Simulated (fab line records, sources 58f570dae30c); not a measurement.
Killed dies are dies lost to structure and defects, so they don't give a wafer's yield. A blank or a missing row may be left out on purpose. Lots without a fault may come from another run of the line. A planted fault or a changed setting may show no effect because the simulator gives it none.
Which tool did it? | flow berkeley_cmos170 | 14 lots, 42 wafers sampled, at 7 steps of a route of 331

WHAT THE GAUGES READ, wafer by wafer
UCB170_PVT_OVL_MEAS_06.
lot  | measured     | on         | PVT_OVL (nm)
L282 | day 5 12:25  | overlay-01 | 9 5 6
L283 | day 5 12:41  | overlay-02 | -5 5 9
L285 | day 6 01:56  | overlay-02 | 10 -6 7
L286 | day 6 15:34  | overlay-02 | -4 1 -12
L288 | day 7 03:39  | overlay-02 | 2 -2 -3
L291 | day 7 14:20  | overlay-02 | 7 6 6
L290 | day 7 14:56  | overlay-02 | 8 14 6
L292 | day 8 03:05  | overlay-02 | -13 -7 -5
L294 | day 8 10:23  | overlay-02 | -1 -3 0
L298 | day 9 02:42  | overlay-01 | 2 4 4
L301 | day 9 19:08  | overlay-02 | 4 -10 5
L300 | day 9 19:19  | overlay-01 | -7 12 2
L303 | day 10 01:01 | overlay-01 | 11 -1 11
L304 | day 10 18:34 | overlay-01 | 4 8 12

UCB170_PSD_TW_MEAS_10.
lot  | measured     | on            | PSD_TW
L282 | day 6 09:53  | film_metro-04 | 2319 2321 2310
L283 | day 6 09:44  | film_metro-03 | 2340 2350 2341
L285 | day 7 02:49  | film_metro-01 | 2326 2319 2313
L286 | day 7 15:01  | film_metro-04 | 2300 2294 2302
L288 | day 8 04:29  | film_metro-01 | 2330 2336 2338
L291 | day 8 17:05  | film_metro-01 | 2336 2345 2327
L290 | day 8 17:26  | film_metro-01 | 2325 2325 2327
L292 | day 9 00:04  | film_metro-01 | 2314 2321 2317
L294 | day 9 08:22  | film_metro-04 | 2316 2319 2318
L298 | day 10 05:53 | film_metro-03 | 2445 2473 2462
L301 | day 10 21:19 | film_metro-04 | 2301 2299 2294
L300 | day 10 21:35 | film_metro-01 | 2447 2447 2451
L303 | day 11 04:39 | film_metro-04 | 2310 2311 2312
L304 | day 11 20:01 | film_metro-04 | 2312 2303 2308

UCB170_SDANNEAL_RS_MEAS_02: measures by four-point-probe.
lot  | measured     | on            | PSD_RS (ohm/sq)
L282 | day 6 15:43  | film_metro-03 | 75.61 75.61 75.53
L283 | day 6 13:05  | film_metro-04 | 75.31 75.28 75.48
L285 | day 7 05:46  | film_metro-01 | 76.12 75.81 76.25
L286 | day 7 18:15  | film_metro-03 | 75.96 75.97 75.87
L288 | day 8 07:39  | film_metro-04 | 75.35 75.39 75.31
L291 | day 8 20:17  | film_metro-01 | 75.32 75.29 75.60
L290 | day 8 20:17  | film_metro-04 | 75.37 75.53 75.44
L292 | day 9 04:55  | film_metro-04 | 75.53 75.23 75.18
L294 | day 9 13:51  | film_metro-01 | 75.25 75.43 75.19
L298 | day 10 10:26 | film_metro-04 | 65.97 65.70 65.72
L301 | day 11 00:51 | film_metro-01 | 75.74 75.74 76.00
L300 | day 11 00:49 | film_metro-04 | 65.54 65.63 65.55
L303 | day 11 10:55 | film_metro-01 | 75.82 75.65 75.66
L304 | day 12 00:13 | film_metro-04 | 75.59 75.13 75.42

WHICH TOOL RAN EACH LOT (tool, then ch and the chambers of the sampled wafers, then the start)
lot  | UCB170_PVT_STRIP_08                  | UCB170_PSD_IMPLANT_08           | UCB170_PSD_STRIP_09                  | UCB170_SDANNEAL_RTA_00
L282 | plasma_asher-04 ch 0, day 5 12:35    | implanter-03 ch 0, day 6 09:40  | plasma_asher-01 ch 0,1, day 6 09:47  | rtp_anneal-02 ch 0, day 6 15:28
L283 | plasma_asher-02 ch 0,1, day 5 12:52  | implanter-02 ch 0, day 6 09:30  | plasma_asher-02 ch 0,1, day 6 09:38  | rtp_anneal-02 ch 0, day 6 12:50
L285 | plasma_asher-04 ch 0,1, day 6 02:07  | implanter-03 ch 0, day 7 02:34  | plasma_asher-02 ch 0,1, day 7 02:43  | rtp_anneal-02 ch 0, day 7 05:38
L286 | plasma_asher-02 ch 0,1, day 6 15:45  | implanter-03 ch 0, day 7 14:46  | plasma_asher-02 ch 0,1, day 7 14:55  | rtp_anneal-02 ch 0, day 7 18:07
L288 | plasma_asher-02 ch 0,1, day 7 03:50  | implanter-02 ch 0, day 8 04:14  | plasma_asher-04 ch 0,1, day 8 04:23  | rtp_anneal-02 ch 0, day 8 07:32
L291 | plasma_asher-01 ch 0,1, day 7 14:31  | implanter-03 ch 0, day 8 16:50  | plasma_asher-02 ch 0,1, day 8 16:59  | rtp_anneal-02 ch 0, day 8 20:10
L290 | plasma_asher-01 ch 1, day 7 15:16    | implanter-01 ch 0, day 8 17:11  | plasma_asher-04 ch 0,1, day 8 17:20  | rtp_anneal-01 ch 0, day 8 20:10
L292 | plasma_asher-02 ch 0,1, day 8 03:16  | implanter-02 ch 0, day 8 23:49  | plasma_asher-02 ch 0,1, day 8 23:58  | rtp_anneal-02 ch 0, day 9 04:47
L294 | plasma_asher-02 ch 0,1, day 8 10:35  | implanter-02 ch 0, day 9 08:07  | plasma_asher-04 ch 0,1, day 9 08:16  | rtp_anneal-01 ch 0, day 9 13:44
L298 | plasma_asher-01 ch 0,1, day 9 02:53  | implanter-02 ch 0, day 10 05:39 | plasma_asher-01 ch 0,1, day 10 05:47 | rtp_anneal-01 ch 0, day 10 10:18
L301 | plasma_asher-02 ch 0,1, day 9 19:19  | implanter-03 ch 0, day 10 21:05 | plasma_asher-02 ch 0, day 10 21:12   | rtp_anneal-02 ch 0, day 11 00:43
L300 | plasma_asher-01 ch 0,1, day 9 19:30  | implanter-02 ch 0, day 10 21:21 | plasma_asher-04 ch 0,1, day 10 21:29 | rtp_anneal-01 ch 0, day 11 00:40
L303 | plasma_asher-02 ch 0,1, day 10 01:11 | implanter-03 ch 0, day 11 04:25 | plasma_asher-01 ch 0,1, day 11 04:32 | rtp_anneal-02 ch 0, day 11 10:46
L304 | plasma_asher-02 ch 0,1, day 10 18:46 | implanter-01 ch 0, day 11 19:47 | plasma_asher-04 ch 0,1, day 11 19:56 | rtp_anneal-02 ch 0, day 12 00:04
- UCB170_PVT_STRIP_08: strips in O2.
- UCB170_PSD_IMPLANT_08
- UCB170_PSD_STRIP_09: strips in O2.
- UCB170_SDANNEAL_RTA_00: time 10 s.

WHAT THE TOOLS THEMSELVES READ (means of the sampled wafers that have a number; where no wafer has one, the mark that the record gives instead)
UCB170_PVT_STRIP_08.
lot  | tool            | drypump_motor_current_A (A) | oes_product_au (a.u.) | strip_time_to_endpoint_s (s)
L282 | plasma_asher-04 | 5.3                         | 0.735                 | 21.61
L283 | plasma_asher-02 | 6.2                         | 0.732                 | 21.69
L285 | plasma_asher-04 | 5.5                         | 0.736                 | 21.62
L286 | plasma_asher-02 | 6.3                         | 0.735                 | 21.63
L288 | plasma_asher-02 | 6.0                         | 0.735                 | 21.55
L291 | plasma_asher-01 | 5.3                         | 0.736                 | 21.60
L290 | plasma_asher-01 | 5.2                         | 0.735                 | 21.63
L292 | plasma_asher-02 | 6.0                         | 0.732                 | 21.64
L294 | plasma_asher-02 | 6.0                         | 0.733                 | 21.53
L298 | plasma_asher-01 | 5.4                         | 0.738                 | 21.57
L301 | plasma_asher-02 | 6.0                         | 0.732                 | 21.64
L300 | plasma_asher-01 | 5.4                         | 0.733                 | 21.52
L303 | plasma_asher-02 | 6.0                         | 0.734                 | 21.68
L304 | plasma_asher-02 | 6.0                         | 0.733                 | 21.63

UCB170_PSD_IMPLANT_08.
lot  | tool         | beam_energy_keV | dose_ions_cm2 | end_station_pressure_torr (Torr) | faraday_current_uA
L282 | implanter-03 | 20.005          | 3.000e+15     | 1.28e-05                         | 9105
L283 | implanter-02 | 19.999          | 3.002e+15     | 1.21e-05                         | 9068
L285 | implanter-03 | 20.001          | 3.001e+15     | 1.22e-05                         | 9206
L286 | implanter-03 | 19.998          | 2.999e+15     | 1.32e-05                         | 9300
L288 | implanter-02 | 20.005          | 2.998e+15     | 1.27e-05                         | 9257
L291 | implanter-03 | 20.006          | 2.997e+15     | 1.24e-05                         | 9276
L290 | implanter-01 | 20.004          | 3.001e+15     | 1.22e-05                         | 9403
L292 | implanter-02 | 20.003          | 3.000e+15     | 1.29e-05                         | 9397
L294 | implanter-02 | 19.998          | 2.999e+15     | 1.24e-05                         | 9314
L298 | implanter-02 | 19.995          | 3.605e+15     | 1.42e-05                         | 11131
L301 | implanter-03 | 20.005          | 3.001e+15     | 1.21e-05                         | 9365
L300 | implanter-02 | 20.007          | 3.605e+15     | 1.38e-05                         | 11283
L303 | implanter-03 | 19.999          | 3.001e+15     | 1.23e-05                         | 9308
L304 | implanter-01 | 20.001          | 2.994e+15     | 1.34e-05                         | 9303

UCB170_PSD_STRIP_09.
lot  | tool            | drypump_motor_current_A (A) | oes_product_au (a.u.) | strip_time_to_endpoint_s (s)
L282 | plasma_asher-01 | 5.3                         | 0.602                 | 29.35
L283 | plasma_asher-02 | 6.0                         | 0.600                 | 29.39
L285 | plasma_asher-02 | 6.0                         | 0.603                 | 29.28
L286 | plasma_asher-02 | 6.2                         | 0.598                 | 29.37
L288 | plasma_asher-04 | 5.4                         | 0.602                 | 29.33
L291 | plasma_asher-02 | 6.0                         | 0.601                 | 29.40
L290 | plasma_asher-04 | 5.4                         | 0.602                 | 29.32
L292 | plasma_asher-02 | 6.2                         | 0.598                 | 29.36
L294 | plasma_asher-04 | 5.5                         | 0.594                 | 29.38
L298 | plasma_asher-01 | 5.4                         | 0.580                 | 31.41
L301 | plasma_asher-02 | 6.5                         | 0.597                 | 29.37
L300 | plasma_asher-04 | 5.4                         | 0.574                 | 31.47
L303 | plasma_asher-01 | 5.4                         | 0.606                 | 29.45
L304 | plasma_asher-04 | 5.4                         | 0.603                 | 29.40

UCB170_SDANNEAL_RTA_00.
lot  | tool          | lamp_power_pct (%) | wafer_temp_C_max
L282 | rtp_anneal-02 | 25.85              | 903.8
L283 | rtp_anneal-02 | 25.86              | 904.7
L285 | rtp_anneal-02 | 25.85              | 904.4
L286 | rtp_anneal-02 | 25.86              | 904.5
L288 | rtp_anneal-02 | 25.86              | 904.4
L291 | rtp_anneal-02 | 25.88              | 904.7
L290 | rtp_anneal-01 | 25.93              | 903.8
L292 | rtp_anneal-02 | 25.84              | 904.5
L294 | rtp_anneal-01 | 25.92              | 902.7
L298 | rtp_anneal-01 | 25.93              | 903.2
L301 | rtp_anneal-02 | 25.86              | 905.0
L300 | rtp_anneal-01 | 25.92              | 904.0
L303 | rtp_anneal-02 | 25.86              | 904.4
L304 | rtp_anneal-02 | 25.87              | 904.1

THE ANSWER, worked out from the rows above alone
Rule: what is usual is taken from the lots themselves. Put in order of their means at a reading, lots are off if they are a third of the lots or fewer, leave a main group of 4 or more, and stand apart from it by a gap of 3 or more times the standard deviation of the main group's means; of several such gaps the widest counts. A main group whose means are all the same, to the digits that the tables above print for the reading, isn't used. A lot without any number at a reading at which 4 lots or more have one is off too. The other lots that the step has rows for count as sound. The gauges are gone through in route order, then the tools' own readings, and for those a lot's mean is taken as printed above. The first step at which some lot is off is used, and at that step the reading that is off furthest; a lot without a number counts as furthest.
Off: L298, L300, at UCB170_PSD_TW_MEAS_10 (PSD_TW). The main group: mean 2319, standard deviation 14.
A tool fits if, at a process step before that reading, it ran every lot that is off, and no sound lot after the first of them. The gauges at UCB170_PSD_TW_MEAS_10 aren't tried: what is off there is off at UCB170_SDANNEAL_RS_MEAS_02 too, on other tools, and a gauge's error can't cause that. Can't be told from this: 2 tools fit, plasma_asher-01 at UCB170_PVT_STRIP_08, implanter-02 at UCB170_PSD_IMPLANT_08.

WHAT THE SIMULATOR HAD PUT IN
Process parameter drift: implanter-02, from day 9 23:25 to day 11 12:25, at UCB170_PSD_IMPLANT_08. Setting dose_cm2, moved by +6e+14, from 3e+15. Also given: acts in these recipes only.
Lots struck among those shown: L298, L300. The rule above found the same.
